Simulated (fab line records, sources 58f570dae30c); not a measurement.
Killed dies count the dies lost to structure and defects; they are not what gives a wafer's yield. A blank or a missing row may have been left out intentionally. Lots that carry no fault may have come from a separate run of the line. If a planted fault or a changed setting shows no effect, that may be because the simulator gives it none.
Split-lot trial :: flow berkeley cmos170 :: 5 lots, 23 wafers read, on a route of 331 steps

== SPLIT DETAILS ==
At UCB170_NWELL_ETCH_13 (etches Si3N4 in CH3F/Ar/O2, stops on SiO2, target depth 246.4 nm, time 154 s), the setting rf w was moved away from the recipe's 450 W on 5 of the 23 wafers read, by -9.2% to -8.7%. This setting was run at the recipe's value on the other wafers.

The reading comes from the split's own step.

== THE READING ==
KrF_of_NWELL_COAT_07.thk nm (the simulator's own value, which no gauge read), in nm, at UCB170_NWELL_ETCH_13 (etches Si3N4 in CH3F/Ar/O2, stops on SiO2, target depth 246.4 nm, time 154 s). There is no usual value for it anywhere in the file. Across the 18 wafers here that went through the recipe, the average is 722.6 nm and the standard deviation 2.9 nm.

wafer: L077.2
tool, chamber at the split: rie diel-01, 0
rf w as run, W: 450
against the recipe: recipe
KrF_of_NWELL_COAT_07.thk nm, nm: 724.4
against lot-mates on the recipe: -

wafer: L077.3
tool, chamber at the split: rie diel-01, 2
rf w as run, W: 450
against the recipe: recipe
KrF_of_NWELL_COAT_07.thk nm, nm: 724.9
against lot-mates on the recipe: -

wafer: L077.5
tool, chamber at the split: rie diel-01, 1
rf w as run, W: 450
against the recipe: recipe
KrF_of_NWELL_COAT_07.thk nm, nm: 727.2
against lot-mates on the recipe: -

wafer: L081.1
tool, chamber at the split: rie diel-02, 3
rf w as run, W: 450
against the recipe: recipe
KrF_of_NWELL_COAT_07.thk nm, nm: 726.7
against lot-mates on the recipe: -

wafer: L081.2
tool, chamber at the split: rie diel-02, 0
rf w as run, W: 450
against the recipe: recipe
KrF_of_NWELL_COAT_07.thk nm, nm: 721.9
against lot-mates on the recipe: -

wafer: L081.4
tool, chamber at the split: rie diel-02, 2
rf w as run, W: 450
against the recipe: recipe
KrF_of_NWELL_COAT_07.thk nm, nm: 724.6
against lot-mates on the recipe: -

wafer: L081.5
tool, chamber at the split: rie diel-02, 3
rf w as run, W: 450
against the recipe: recipe
KrF_of_NWELL_COAT_07.thk nm, nm: 726.4
against lot-mates on the recipe: -

wafer: L081.6
tool, chamber at the split: rie diel-02, 0
rf w as run, W: 450
against the recipe: recipe
KrF_of_NWELL_COAT_07.thk nm, nm: 723.8
against lot-mates on the recipe: -

wafer: L082.1
tool, chamber at the split: rie diel-01, 0
rf w as run, W: 450
against the recipe: recipe
KrF_of_NWELL_COAT_07.thk nm, nm: 717.4
against lot-mates on the recipe: -

wafer: L082.2
tool, chamber at the split: rie diel-01, 3
rf w as run, W: 450
against the recipe: recipe
KrF_of_NWELL_COAT_07.thk nm, nm: 719.1
against lot-mates on the recipe: -

wafer: L082.3
tool, chamber at the split: rie diel-01, 1
rf w as run, W: 450
against the recipe: recipe
KrF_of_NWELL_COAT_07.thk nm, nm: 721.6
against lot-mates on the recipe: -

wafer: L082.4
tool, chamber at the split: rie diel-01, 2
rf w as run, W: 450
against the recipe: recipe
KrF_of_NWELL_COAT_07.thk nm, nm: 719.7
against lot-mates on the recipe: -

wafer: L082.5
tool, chamber at the split: rie diel-01, 2
rf w as run, W: 450
against the recipe: recipe
KrF_of_NWELL_COAT_07.thk nm, nm: 717.1
against lot-mates on the recipe: -

wafer: L083.1
tool, chamber at the split: rie diel-04, 3
rf w as run, W: 410.8
against the recipe: -8.7%
KrF_of_NWELL_COAT_07.thk nm, nm: 726.9
against lot-mates on the recipe: +4.4

wafer: L083.2
tool, chamber at the split: rie diel-04, 1
rf w as run, W: 450
against the recipe: recipe
KrF_of_NWELL_COAT_07.thk nm, nm: 722.3
against lot-mates on the recipe: -

wafer: L083.3
tool, chamber at the split: rie diel-04, 0
rf w as run, W: 410.8
against the recipe: -8.7%
KrF_of_NWELL_COAT_07.thk nm, nm: 727.7
against lot-mates on the recipe: +5.2

wafer: L083.4
tool, chamber at the split: rie diel-04, 2
rf w as run, W: 450
against the recipe: recipe
KrF_of_NWELL_COAT_07.thk nm, nm: 722.8
against lot-mates on the recipe: -

wafer: L083.5
tool, chamber at the split: rie diel-04, 1
rf w as run, W: 410.8
against the recipe: -8.7%
KrF_of_NWELL_COAT_07.thk nm, nm: 729.2
against lot-mates on the recipe: +6.7

wafer: L084.1
tool, chamber at the split: rie diel-01, 0
rf w as run, W: 408.8
against the recipe: -9.2%
KrF_of_NWELL_COAT_07.thk nm, nm: 731.7
against lot-mates on the recipe: +9.3

wafer: L084.3
tool, chamber at the split: rie diel-01, 2
rf w as run, W: 408.8
against the recipe: -9.2%
KrF_of_NWELL_COAT_07.thk nm, nm: 731.9
against lot-mates on the recipe: +9.5

wafer: L084.4
tool, chamber at the split: rie diel-01, 3
rf w as run, W: 450
against the recipe: recipe
KrF_of_NWELL_COAT_07.thk nm, nm: 720.5
against lot-mates on the recipe: -

wafer: L084.5
tool, chamber at the split: rie diel-01, 0
rf w as run, W: 450
against the recipe: recipe
KrF_of_NWELL_COAT_07.thk nm, nm: 723.6
against lot-mates on the recipe: -

wafer: L084.6
tool, chamber at the split: rie diel-01, 1
rf w as run, W: 450
against the recipe: recipe
KrF_of_NWELL_COAT_07.thk nm, nm: 723
against lot-mates on the recipe: -

THE FIT
A straight line over all 23 wafers: KrF_of_NWELL_COAT_07.thk nm changes by -0.779 nm for each +1% of rf w; r = -0.73; the points scatter about the line by 2.8 nm.
The same after taking each lot's own level away (the mean of its wafers on the recipe; 23 wafers): -0.794 nm for each +1%; r = -0.88; scatter 1.7 nm.
The reading moves by 7.3 nm for the largest change in rf w, on that fit.
From 718.98 to 725.50 nm: that is the span of the lots' own levels, equal to 2.2 times the standard deviation above.
So the lot-to-lot level blurs the effect unless lot-mates are compared.
Check: for one of the wafers moved furthest among these (-9.2%), held out of the fit, the line's prediction against its lot-mates is +6.7 nm. It came out at +9.33 nm against them.

== OTHER SPLITS ON THESE WAFERS ==
Note: prior to the reading, these wafers also went through further splits. Each is held against what the fit with the lots' levels taken away leaves over:
other split on the same wafers: UCB170_START_OXIDATION_02 ox time s
wafers away from the commonest value: 10
r with KrF_of_NWELL_COAT_07.thk nm (lot level and that fit taken away): +0.36

== THE WHOLE CHAIN: every reading that the file lists as answering this split, in the file's order ==
step: UCB170_NWELL_ETCH_13
what it does: etches Si3N4 in CH3F/Ar/O2, stops on SiO2, target depth 246.4 nm, time 154 s
reading: KrF_of_NWELL_COAT_07.thk nm (the simulator's own value, which no gauge read)
change (the file's fit): -0.833 nm for each +1% of the setting
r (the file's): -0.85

step: UCB170_NWELL_STRIP_15
what it does: strips in O2
reading: strip time to endpoint s
change (the file's fit): withheld for each +1% of the setting
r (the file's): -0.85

== THE FILE'S OWN FIT ==
KrF_of_NWELL_COAT_07.thk nm changes by -0.833 nm for each +1% of rf w, r = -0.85.
